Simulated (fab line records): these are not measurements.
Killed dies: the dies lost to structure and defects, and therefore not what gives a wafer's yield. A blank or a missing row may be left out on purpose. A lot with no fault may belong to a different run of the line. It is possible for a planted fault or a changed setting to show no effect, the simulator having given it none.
fab line records	flow berkeleyCmos170
record lots=5	wafers=15	lastDay=11
route steps=331 shown PWELL@53 WELLDRIVE@55 ACTIVE@60
lots untouched by any fault: they come from a run of this same line in which no faults occurred
startH: the number of hours between the record's first day and the start of the first shown wafer of the lot	waitH: how many hours have passed since the lot's step before this one	" as in the row above	L1.1+2: one row covering several wafers at once	- no value, or no start was given	* or withheld: withheld	< > ~ a bound
route shown NAME@n: a module of which the file shows steps, and the number in the route of the first	usual: mean/standard deviation taken from wafers without a fault	same: alike in all rows	chamber/n: place in a boat	sites: the reading at each site	_std_site: their standard deviation	_edge_site: inner sites' mean taken away from outer sites' mean	radiusMm: how far each site lies from the wafer's centre	mask NAME#n: copy n	behind: the last tool/chamber to shape the wafer	hold: what put the lot on hold/how long, in hours/how the hold closed	device: the n, p or np transistor that did not switch	end of line: the tests these same wafers got at the end of their route	a step given without rows: its recipe and nothing more	killed: dies lost to structure and defects at the first sort, not the wafer's yield	map: a wafer's dies, x killed, . not, _ none there
set.NAME: the setting that was run; set.NAME@STEP: the one run at that earlier step	model.NAME: the simulator's own value behind a step, which no gauge read
lots at selected steps of the route; one table per step, one row per wafer
services: from which hour (startH, from the record's first day; less than 0 if before it) a tool's chamber was out of use, for how many hours, and why
## steps
# step UCB170_PWELL_WET_ETCH_19
# recipe chemistry=H3PO4	target=Si3N4	tempC=160	timeS=14400
# step UCB170_PWELL_WET_ETCH_20
# recipe chemistry=BOE	dilution=5:1	target=SiO2	tempC=25	timeS=22
# step UCB170_WELLDRIVE_CLEAN_00
# recipe chemistry=SPM	tempC=120	timeS=600
# step UCB170_WELLDRIVE_OXIDATION_01
# recipe tempC=1100	ambient=O2	targetThkA=1990	oxTimeS=9000
# step UCB170_WELLDRIVE_THK_MEAS_02
# recipe reads=SiO2_of_WELLDRIVE_OXIDATION_01
# usual WELLDRIVE_OXIDE_THK=199/4.9
lot.wafer	tool	chamber	startH	waitH	WELLDRIVE_OXIDE_THK[nm]
L341.3	filmMetro-02	-	63.27	0.0	198
L341.5	"	-	"	"	200
L341.6	"	-	"	"	198
L354.4	filmMetro-02	-	120.95	0.0	196
L354.5	"	-	"	"	197
L354.6	"	-	"	"	198
L358.3	filmMetro-01	-	136.99	0.0	197
L358.5	"	-	"	"	199
L358.6	"	-	"	"	195
L362.2	filmMetro-04	-	167.75	0.0	200
L362.4	"	-	"	"	204
L362.6	"	-	"	"	202
L363.3	filmMetro-02	-	167.76	0.0	205
L363.4	"	-	"	"	205
L363.5	"	-	"	"	207
# step UCB170_WELLDRIVE_ANNEAL_03
# recipe tempC=1100	timeS=900	ambient=N2
# step UCB170_WELLDRIVE_WET_ETCH_04
# recipe chemistry=BOE	dilution=5:1	target=SiO2	tempC=25	timeS=120
# step UCB170_ACTIVE_CLEAN_00
# recipe chemistry=SPM	tempC=120	timeS=600
# step UCB170_ACTIVE_CLEAN_01
# recipe chemistry=dHF	dilution=25:1	timeS=60
# step UCB170_ACTIVE_OXIDATION_02
# recipe tempC=1000	ambient=O2	targetThkA=264	oxTimeS=1260
# step UCB170_ACTIVE_THK_MEAS_03
# recipe reads=SiO2_of_ACTIVE_OXIDATION_02
# usual ACTIVE_OXIDE_THK=26.6/0.51
lot.wafer	tool	chamber	startH	waitH	ACTIVE_OXIDE_THK[nm]
L341.3	filmMetro-04	-	71.87	0.0	26.4
L341.5	"	-	"	"	26.6
L341.6	"	-	"	"	26.8
L354.4	filmMetro-03	-	125.30	0.1	26.7
L354.5	"	-	"	"	26.7
L354.6	"	-	"	"	27.0
L358.3	filmMetro-01	-	147.82	0.0	27.3
L358.5	"	-	"	"	27.2
L358.6	"	-	"	"	27.2
L362.2	filmMetro-03	-	175.07	0.0	26.9
L362.4	"	-	"	"	27.1
L362.6	"	-	"	"	27.0
L363.3	filmMetro-04	-	175.08	0.0	26.5
L363.4	"	-	"	"	26.4
L363.5	"	-	"	"	26.4
# step UCB170_ACTIVE_ANNEAL_04
# recipe tempC=1000	timeS=900	ambient=N2
# step UCB170_ACTIVE_CVD_05
# recipe material=Si3N4	targetThkNm=220	tempC=800	precursor=SiH2Cl2/NH3	timeS=3300	pressureMtorr=200	sih2cl2FlowSccm=25	nh3FlowSccm=75
lot.wafer	tool	chamber	startH	waitH	model.Si3N4_of_ACTIVE_CVD_05.thkNm
L341.3	lpcvd-01	0	77.03	1.1	217.8
L341.5	"	0	"	"	216.6
L341.6	"	0	"	"	216.5
L354.4	lpcvd-01	1	129.79	1.8	219.3
L354.5	"	1	"	"	218.9
L354.6	"	1	"	"	219.8
L358.3	lpcvd-01	0	154.58	0.0	276.7
L358.5	"	0	"	"	277.7
L358.6	"	0	"	"	277.6
L362.2	lpcvd-02	0	179.86	0.9	218.1
L362.4	"	0	"	"	220.6
L362.6	"	0	"	"	221.8
L363.3	lpcvd-02	1	179.86	0.9	219.4
L363.4	"	1	"	"	219.6
L363.5	"	1	"	"	219.1
# step UCB170_ACTIVE_THK_MEAS_06
# recipe reads=Si3N4_of_ACTIVE_CVD_05
# usual ACTIVE_NITRIDE_THK=219.5/1.9
lot.wafer	tool	chamber	startH	waitH	ACTIVE_NITRIDE_THK[nm]
L341.3	filmMetro-04	-	78.97	0.0	217.7
L341.5	"	-	"	"	216.5
L341.6	"	-	"	"	216.4
L354.4	filmMetro-01	-	131.74	0.0	219.3
L354.5	"	-	"	"	218.8
L354.6	"	-	"	"	219.6
L358.3	filmMetro-03	-	156.52	0.0	276.7
L358.5	"	-	"	"	277.4
L358.6	"	-	"	"	277.7
L362.2	filmMetro-03	-	181.78	0.0	218.4
L362.4	"	-	"	"	220.8
L362.6	"	-	"	"	221.9
L363.3	filmMetro-04	-	181.79	0.0	219.3
L363.4	"	-	"	"	219.6
L363.5	"	-	"	"	219.3
# step UCB170_ACTIVE_HMDS_07
# recipe primeTimeS=60	primeTempC=100
# step UCB170_ACTIVE_COAT_08
# recipe resist=KrF	spinRpm=1500	resistThkNm=900
# step UCB170_ACTIVE_SOFTBAKE_09
# recipe resist=KrF	tempC=130	timeS=60
# step UCB170_ACTIVE_EXPOSE_10
# recipe maskId=ACTIVE	targetCdNm=1200	na=0.5	sigmaOuter=0.6	sourceShape=conventional	doseMj=20
# step UCB170_ACTIVE_PEB_11
# recipe pebTempC=130	pebTimeS=withheld	resist=KrF
# step UCB170_ACTIVE_DEVELOP_12
# recipe developer=TMAH	developTimeS=45	resist=KrF	devTempC=21
# step UCB170_ACTIVE_CD_MEAS_13
# recipe targetCdNm=1200
# usual cdNm=1200.5/1.4
lot.wafer	tool	chamber	startH	waitH	cdNm
L341.3	cdSem-02	-	80.35	-	1201.2
L341.5	"	-	"	"	1203.0
L341.6	"	-	"	"	1201.1
L354.4	cdSem-01	-	133.47	-	1202.7
L354.5	"	-	"	"	1203.6
L354.6	"	-	"	"	1201.8
L358.3	cdSem-02	-	157.98	-	1199.7
L358.5	"	-	"	"	1199.5
L358.6	"	-	"	"	1199.8
L363.3	cdSem-01	-	183.47	-	1200.7
L363.4	"	-	"	"	1200.7
L363.5	"	-	"	"	1200.1
L362.2	cdSem-01	-	183.57	-	1200.4
L362.4	"	-	"	"	1199.1
L362.6	"	-	"	"	1200.2
# step UCB170_ACTIVE_OVL_MEAS_14
# usual ACTIVE_OVL=1/6.3
lot.wafer	tool	chamber	startH	waitH	ACTIVE_OVL[nm]
L341.3	overlay-02	-	80.44	0.1	-6
L341.5	"	-	"	"	-3
L341.6	"	-	"	"	6
L354.4	overlay-02	-	133.55	0.1	4
L354.5	"	-	"	"	5
L354.6	"	-	"	"	4
L358.3	overlay-01	-	158.07	0.1	2
L358.5	"	-	"	"	-5
L358.6	"	-	"	"	-8
L363.3	overlay-01	-	183.56	0.1	-6
L363.4	"	-	"	"	2
L363.5	"	-	"	"	-3
L362.2	overlay-02	-	183.68	0.1	7
L362.4	"	-	"	"	8
L362.6	"	-	"	"	13
# step UCB170_ACTIVE_ETCH_15
# recipe chemistry=CH3F/Ar/O2	target=Si3N4	stopOn=SiO2	CH3F_flow_sccm=20	Ar_flow_sccm=50	O2_flow_sccm=7	pressureMtorr=50	rfW=450	targetDepthA=2420	overEtchFrac=0.1	timeS=151
# usual chamberPressureMTorr=50.00/0.046	drypumpMotorCurrentA=5.7/0.55	mfcArSccm=50.02/0.15	oesProductAu=0.937/0.012	throttleValvePct=8.07/0.11
# same overEtchFrac=0.1
lot.wafer	tool	chamber	startH	waitH	chamberPressureMTorr	drypumpMotorCurrentA	mfcArSccm	oesProductAu	rfHoursCounterH	throttleValvePct	model.etch.depthNm
L341.3	rieDiel-03	1	80.46	0.0	50.06	5.9	50.01	0.919	150	8.22	217.8
L341.5	"	1	"	"	49.99	5.9	50.10	0.914	-	8.22	216.6
L341.6	"	2	"	"	49.92	6.2	49.96	0.930	-	8.20	216.5
L354.4	rieDiel-01	1	133.57	0.0	50.06	6.7	49.85	0.940	6	7.93	219.3
L354.5	"	3	"	"	49.98	5.2	50.00	0.957	-	8.15	218.9
L354.6	"	2	"	"	49.99	5.3	50.27	0.940	-	7.93	219.8
L358.3	rieDiel-04	2	158.10	0.0	50.00	5.8	50.03	1.019	134	8.24	247.1
L358.5	"	0	"	"	49.98	6.2	49.93	1.008	-	7.95	243.4
L358.6	"	2	"	"	50.10	5.8	50.12	1.030	-	8.22	249.6
L363.3	rieDiel-03	0	183.59	0.0	50.01	5.1	50.25	0.928	34	7.95	219.4
L363.4	"	0	"	"	49.97	5.1	50.36	0.933	-	7.95	219.6
L363.5	"	2	"	"	49.95	6.2	50.04	0.931	-	8.20	219.1
L362.2	rieDiel-04	1	183.71	0.0	49.96	5.7	50.06	0.929	50	8.07	218.1
L362.4	"	3	"	"	49.95	6.3	49.89	0.948	87	8.07	220.6
L362.6	"	1	"	"	50.03	5.7	50.22	0.937	-	8.07	221.8
# step UCB170_ACTIVE_STRIP_16
# recipe chemistry=O2	powerW=400	pressureMtorr=3500	platenTempC=withheld	o2FlowSccm=400	overashFraction=0.5
# usual chamberPressureMTorr=3500/3.1	drypumpMotorCurrentA=5.6/0.34	oesProductAu=0.721/0.0042	stripTimeToEndpointS=18.14/0.082
lot.wafer	tool	chamber	startH	waitH	chamberPressureMTorr	drypumpMotorCurrentA	oesProductAu	rfHoursCounterH	stripTimeToEndpointS
L341.3	plasmaAsher-04	0	80.60	0.1	3497	5.3	0.723	-	18.23
L341.5	"	1	"	"	3493	6.2	0.732	-	18.37
L341.6	"	0	"	"	3500	5.3	0.720	-	18.31
L354.4	plasmaAsher-04	1	133.70	0.1	3494	6.2	0.721	-	18.14
L354.5	"	1	"	"	3495	6.2	0.729	-	18.25
L354.6	"	0	"	"	3497	5.3	0.726	-	18.21
L358.3	plasmaAsher-02	0	158.23	0.1	3499	5.7	0.729	-	18.10
L358.5	"	1	"	"	3497	5.2	0.727	-	18.09
L358.6	"	0	"	"	3493	5.7	0.726	-	18.09
L363.3	plasmaAsher-03	1	183.72	0.1	3501	5.6	0.729	-	18.11
L363.4	"	0	"	"	3505	5.6	0.722	-	18.17
L363.5	"	0	"	"	3494	5.6	0.722	-	18.21
L362.2	plasmaAsher-04	0	183.81	0.1	3502	5.3	0.725	44	18.18
L362.4	"	1	"	"	3498	6.2	0.719	-	18.08
L362.6	"	1	"	"	3506	6.2	0.725	-	18.22
## services
tool	chamber	startH	hours	kind
lpcvd-01	-	60.42	2.8	pm
rieDiel-04	-	62.82	0.6	repair
plasmaAsher-04	-	106.57	6.7	repair
rieDiel-03	0	128.71	12.0	repair
rieDiel-04	2	135.17	3.6	repair
plasmaAsher-02	-	143.11	0.6	repair
lpcvd-02	-	149.08	4.9	repair
rieDiel-04	3	156.15	16.7	repair
rieDiel-04	0	161.49	2.4	repair
rieDiel-03	1	165.41	8.2	repair
rieDiel-03	0	167.75	7.6	repair
lpcvd-01	-	174.78	5.2	repair
rieDiel-03	1	175.39	-	clean
rieDiel-03	1	175.39	19.2	scheduledDown
rieDiel-03	1	175.39	19.2	ventCycle
rieDiel-04	2	177.69	3.3	repair
## key
firstSign step=UCB170_ACTIVE_THK_MEAS_06	reading=ACTIVE_NITRIDE_THK	direction=up	sigmas=30	usual=219.5	struck=277.3
effect step=UCB170_ACTIVE_ETCH_15	reading=oesProductAu	direction=up	sigmas=6.9	usual=0.937	struck=1.019
modelEffect step=UCB170_ACTIVE_CVD_05	value=Si3N4_of_ACTIVE_CVD_05.thkNm	without=222.3	struck=277.3
modelEffect step=UCB170_ACTIVE_ETCH_15	value=etch.depthNm	without=222.3	struck=246.7
metAt UCB170_ACTIVE_CVD_05
struckWafers L358.3,L358.5,L358.6
laterRowsLeftOut L358.3,L358.5,L358.6
sortLeftOut L358.3,L358.5,L358.6
testerLeftOut L358
onsetBetween 77.03 154.58
fault kind=processParameterDrift	tool=lpcvd-01	chamber=0	onsetH=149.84	steps=UCB170_ACTIVE_CVD_05	channel=targetThkNm	offset=55	shape=step	endH=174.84	actsIn=theseRecipesOnly	stated=220
# testerLeftOut: of these lots the tester's yield and bins aren't shown, on N5 and GAA mostly nor the transistor test; their killed dies are dies lost to structure and defects alone, not to doping, threshold or leakage, so they don't give the yield
# sortLeftOut: the simulated sort isn't trusted on such a fault, so these wafers' sort isn't shown, and their yield isn't known
# laterRowsLeftOut: the simulator's readings of these wafers behind a module that went badly wrong aren't trusted and aren't shown, but for the sort
